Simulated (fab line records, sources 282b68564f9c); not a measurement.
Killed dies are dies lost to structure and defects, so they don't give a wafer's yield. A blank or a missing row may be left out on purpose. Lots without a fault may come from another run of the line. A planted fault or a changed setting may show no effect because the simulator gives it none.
A struck lot beside a sound one | flow rit_cmos | 17 steps out of a route of 202
Sound: wafers L885.4, L885.5, L885.6. Struck: wafers L888.4, L888.5, L888.6. The cause comes at the end.
At each step with rows: each side's tool, then ch and its chambers, then its first start. Under that, the readings that differ: sound wafers | struck wafers | difference of the means | sigmas: that difference in standard deviations of wafers without a fault.
alike: readings whose means differ by less than 2 such deviations, and words and numbers that are the same on both sides. not compared: withheld readings, readings that some wafer has no value for, bounds like >300 that may hide the same value, and numbers for which the record gives no deviation and whose values overlap.
The two part at a step that has a row with sigmas, a row that says differs or no value, or rows on one side only. Numbers that don't overlap but have no deviation are shown without sigmas and don't part them. A reading that every wafer of one side lacks parts them only if that side has two wafers or more.

first, 4 steps without rows for these wafers: RIT_NSD_SOFTBAKE_02 (time 60 s); RIT_NSD_EXPOSE_03 (exposes mask M9, target cd 40700 nm); RIT_NSD_PEB_04; RIT_NSD_DEVELOP_05 (develop time 50 s).
RIT_NSD_OVL_MEAS_06:
  sound on overlay-02, day 4 02:11; struck on overlay-01, day 4 17:17
  alike: NSD_OVL
then, 2 steps without rows for these wafers: RIT_NSD_HARDBAKE_07 (time 60 s); RIT_NSD_IMPLANT_08.
RIT_NSD_STRIP_09: strips in O2, time 180 s.
  sound on plasma_asher-03 ch 0,1, day 4 02:34; struck on plasma_asher-01 ch 0,1, day 4 17:39
  alike: drypump_motor_current_A
  not compared: rf_hours_counter_h
RIT_NSD_TW_MEAS_10:
  sound on film_metro-01, day 4 02:43; struck on film_metro-01, day 4 17:48
  alike: NSD_TW
then, 3 steps without rows for these wafers: RIT_PSD_HMDS_00 (prime time 60 s); RIT_PSD_COAT_01 (resist thk 1000 nm); RIT_PSD_SOFTBAKE_02 (time 60 s).
RIT_PSD_EXPOSE_03: exposes mask M10, target cd 40900 nm.
  sound on iline_stepper-02 ch 0, day 4 03:15; struck on iline_stepper-02 ch 0, day 4 18:28
  reading                     | sound                | struck         | difference | sigmas
  model.PSD.overlay_x_nm (nm) | 0.6421 0.6421 0.6421 | 8713 8713 8713 | +8712      |
  alike: mask
then, 2 steps without rows for these wafers: RIT_PSD_PEB_04; RIT_PSD_DEVELOP_05 (develop time 50 s).
RIT_PSD_OVL_MEAS_06:
  sound on overlay-02, day 4 03:37; struck on overlay-02, day 4 19:08
  reading      | sound         | struck | difference                    | sigmas
  PSD_OVL (nm) | 0.8 -2.6 -0.9 | - - -  | no value on the struck wafers |
  not compared: hold
RIT_M1_PROBE_99:
  the record has rows for the sound wafers here (prober-01, day 4 12:14) and none for the struck ones

WHERE THEY PART
First at RIT_PSD_OVL_MEAS_06; last, within this record, at RIT_M1_PROBE_99.

WHY: what the simulator had put in
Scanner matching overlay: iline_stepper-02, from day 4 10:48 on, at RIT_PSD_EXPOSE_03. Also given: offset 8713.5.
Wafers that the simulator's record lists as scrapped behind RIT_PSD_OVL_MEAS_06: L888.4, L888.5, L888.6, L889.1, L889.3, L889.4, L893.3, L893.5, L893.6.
